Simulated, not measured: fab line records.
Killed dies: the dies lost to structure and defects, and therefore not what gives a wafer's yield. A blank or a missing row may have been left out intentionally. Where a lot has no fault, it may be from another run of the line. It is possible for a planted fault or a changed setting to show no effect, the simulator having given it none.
Check for tools in common | flow berkeley cmos170 | 14 lots and 48 wafers in the sample

== WHAT PROMPTED THE OPENING ==
Of 14 lots, 2 have the reading V1_TEOS_THK flagged at UCB170_V1_THK_MEAS_01. Wafers without a fault read 1990 nm, standard deviation 28.
Rule: a lot is flagged when every wafer of it that has a number lies more than 4 standard deviations from that mean, or none has a number. All remaining lots are regarded as sound.

lot  | measured     | on            | V1_TEOS_THK (nm), wafer by wafer | flag
L872 | day 7 12:05  | film metro-04 | 1983 1994 2023                   |
L870 | day 7 12:06  | film metro-01 | 2016 2035 2008                   |
L871 | day 7 12:14  | film metro-03 | 1935 1975 1958                   |
L873 | day 7 19:10  | film metro-01 | 1990 2004 2033                   |
L874 | day 8 02:20  | film metro-04 | 1764 1827 1812 1765 1826 1812    | FLAGGED
L877 | day 8 13:16  | film metro-03 | 1794 1793 1829 1793 1794 1827    | FLAGGED
L884 | day 10 09:02 | film metro-01 | 1954 2014 2030                   |
L887 | day 10 22:17 | film metro-01 | 1958 1992 2015                   |
L890 | day 11 06:47 | film metro-04 | 1957 1942 1996                   |
L888 | day 11 06:49 | film metro-01 | 1996 1956 1991                   |
L889 | day 11 06:56 | film metro-01 | 1936 1967 1971                   |
L891 | day 11 06:58 | film metro-04 | 1986 2009 2034                   |
L892 | day 11 07:06 | film metro-04 | 1974 1986 1997                   |
L893 | day 11 19:53 | film metro-01 | 2001 1965 2036                   |
The mean of the flagged lots' numbers is 1803 nm, -187 nm from the usual (-7 standard deviations).

== EACH LOT AND THE TOOL IT RAN ON ==
The record keeps 1 process step preceding the reading, out of 331 steps on the route. Every cell lists first the tool, next ch and the chambers used by the sampled wafers, and last the start.
lot  | flag    | UCB170_V1_CVD_00
L872 |         | pecvd-01 ch 0,1, day 7 11:56
L870 |         | pecvd-04 ch 0,2, day 7 11:56
L871 |         | pecvd-04 ch 0,2, day 7 12:05
L873 |         | pecvd-01 ch 0,1, day 7 19:01
L874 | FLAGGED | pecvd-01 ch 0,1,2, day 8 02:10
L877 | FLAGGED | pecvd-01 ch 0,1, day 8 13:05
L884 |         | pecvd-04 ch 0,1,2, day 10 08:53
L887 |         | pecvd-03 ch 0,1,2, day 10 22:08
L890 |         | pecvd-01 ch 0,1,2, day 11 06:38
L888 |         | pecvd-04 ch 0,1,2, day 11 06:43
L889 |         | pecvd-01 ch 1,2, day 11 06:47
L891 |         | pecvd-04 ch 0,1,2, day 11 06:47
L892 |         | pecvd-01 ch 0,2, day 11 06:56
L893 |         | pecvd-04 ch 0,2, day 11 19:43
These steps, and what they do:
- UCB170_V1_CVD_00: deposits SiO2 from TEOS/O2, target thk 2000 nm, time 250 s.
- UCB170_V1_THK_MEAS_01

== FLAGGED AGAINST TOTAL, ONE TOOL AT A TIME (gauges that did the reading follow at the end) ==
step                  | tool          | lots run | flagged | share of the flagged lots | sound lots run after its first flagged lot
UCB170_V1_CVD_00      | pecvd-01      | 7        | 2       | all                       | 3 (L890,L889,L892)
UCB170_V1_CVD_00      | pecvd-03      | 1        | 0       | none                      | -
UCB170_V1_CVD_00      | pecvd-04      | 6        | 0       | none                      | -
UCB170_V1_THK_MEAS_01 | film metro-01 | 7        | 0       | none                      | -
UCB170_V1_THK_MEAS_01 | film metro-03 | 2        | 1       | some                      | 0
UCB170_V1_THK_MEAS_01 | film metro-04 | 5        | 1       | some                      | 3 (L890,L891,L892)

== WHAT THE TABLE ALLOWS ==
Rows of the table that ran each flagged lot: 1, that is pecvd-01 at UCB170_V1_CVD_00.
- pecvd-01 at UCB170_V1_CVD_00: 2 of its 7 lots flagged. Sound lots ran on it after the first flagged one (L890, L889, L892), which a lasting fault on the whole tool wouldn't allow. Its own readings (run length s) fall more than 4 standard deviations out on all wafers of the flagged lots.
There is no row in the table that ran each flagged lot and no sound lot after the first.

== WHAT THE SIMULATOR HAD INSERTED ==
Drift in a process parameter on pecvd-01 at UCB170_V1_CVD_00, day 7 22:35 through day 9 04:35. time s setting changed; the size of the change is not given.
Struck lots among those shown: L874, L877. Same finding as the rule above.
